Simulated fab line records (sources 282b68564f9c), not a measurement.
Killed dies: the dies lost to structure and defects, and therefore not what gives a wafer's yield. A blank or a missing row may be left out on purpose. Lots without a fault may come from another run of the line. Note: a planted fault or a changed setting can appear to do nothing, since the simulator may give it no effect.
Split-lot study -- flow rit-cmos -- route with 202 steps; 5 lots, 23 wafers read

== THE SPLIT ==
At RIT_NSD_IMPLANT_08, the setting energy-kev was moved away from the recipe's 25 on 10 of the 23 wafers read, by -2.9% to +5.1%. For the rest of the wafers, this setting stayed at what the recipe calls for.

Reading taken at the split's own step.

== THE READING ==
In nm, at RIT_NSD_IMPLANT_08: implant.drp-nm, which is the simulator's own figure and was read by no gauge. No usual value for it is given in the file.

wafer,"tool, chamber at the split",energy-kev as run,against the recipe,"implant.drp-nm, nm",against lot-mates on the recipe
L075.1,"implanter-04, 0",25,recipe,14.84,-
L075.2,"implanter-04, 0",25,recipe,14.84,-
L075.4,"implanter-04, 0",25,recipe,14.84,-
L075.5,"implanter-04, 0",26.28,+5.1%,15.29,+0.45
L075.6,"implanter-04, 0",26.28,+5.1%,15.29,+0.45
L076.1,"implanter-02, 0",25,recipe,14.84,-
L076.3,"implanter-02, 0",25,recipe,14.84,-
L076.6,"implanter-02, 0",25,recipe,14.84,-
L076.4,"implanter-02, 0",24.27,-2.9%,14.57,-0.27
L076.5,"implanter-02, 0",24.27,-2.9%,14.57,-0.27
L078.2,"implanter-04, 0",25.83,+3.3%,15.13,+0.29
L078.4,"implanter-04, 0",25.83,+3.3%,15.13,+0.29
L078.5,"implanter-04, 0",25.83,+3.3%,15.13,+0.29
L078.3,"implanter-04, 0",25,recipe,14.84,-
L078.6,"implanter-04, 0",25,recipe,14.84,-
L082.1,"implanter-01, 0",25,recipe,14.84,-
L082.2,"implanter-01, 0",25,recipe,14.84,-
L082.6,"implanter-01, 0",25,recipe,14.84,-
L083.1,"implanter-04, 0",25,recipe,14.84,-
L083.5,"implanter-04, 0",25,recipe,14.84,-
L083.2,"implanter-04, 0",25.71,+2.8%,15.09,+0.25
L083.3,"implanter-04, 0",25.71,+2.8%,15.09,+0.25
L083.6,"implanter-04, 0",25.71,+2.8%,15.09,+0.25

FIT RESULTS
A straight line over all 23 wafers: implant.drp-nm changes by +0.0888 nm for each +1% of energy-kev; r = +1.00; the points scatter about the line by 0.0034 nm.
The same after taking each lot's own level away (the mean of its wafers on the recipe; 23 wafers): +0.0888 nm for each +1%; r = +1.00; scatter 0.0034 nm.
That fit puts the effect of the largest move of energy-kev on the reading at 0.45 nm.
The lots' own levels span 14.840 to 14.840 nm.
Hence the lot-to-lot level has little effect on the slope; both slopes agree.
Check: for one of the wafers moved furthest among these (+5.1%), held out of the fit, the line's prediction against its lot-mates is +0.453 nm. It came out at +0.45 nm against them.

== THE WHOLE CHAIN: every reading that the file lists as answering this split, in the file's order ==
step,what it does,reading,change (the file's fit),r (the file's)
RIT_NSD_IMPLANT_08,,"implant.rp-nm (the simulator's own value, which no gauge read)",+0.216 nm for each +1% of the setting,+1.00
RIT_NSD_IMPLANT_08,,"implant.drp-nm (the simulator's own value, which no gauge read)",+0.089 nm for each +1% of the setting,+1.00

== THE FILE'S OWN FIT ==
implant.drp-nm changes by +0.089 nm for each +1% of energy-kev, r = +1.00.
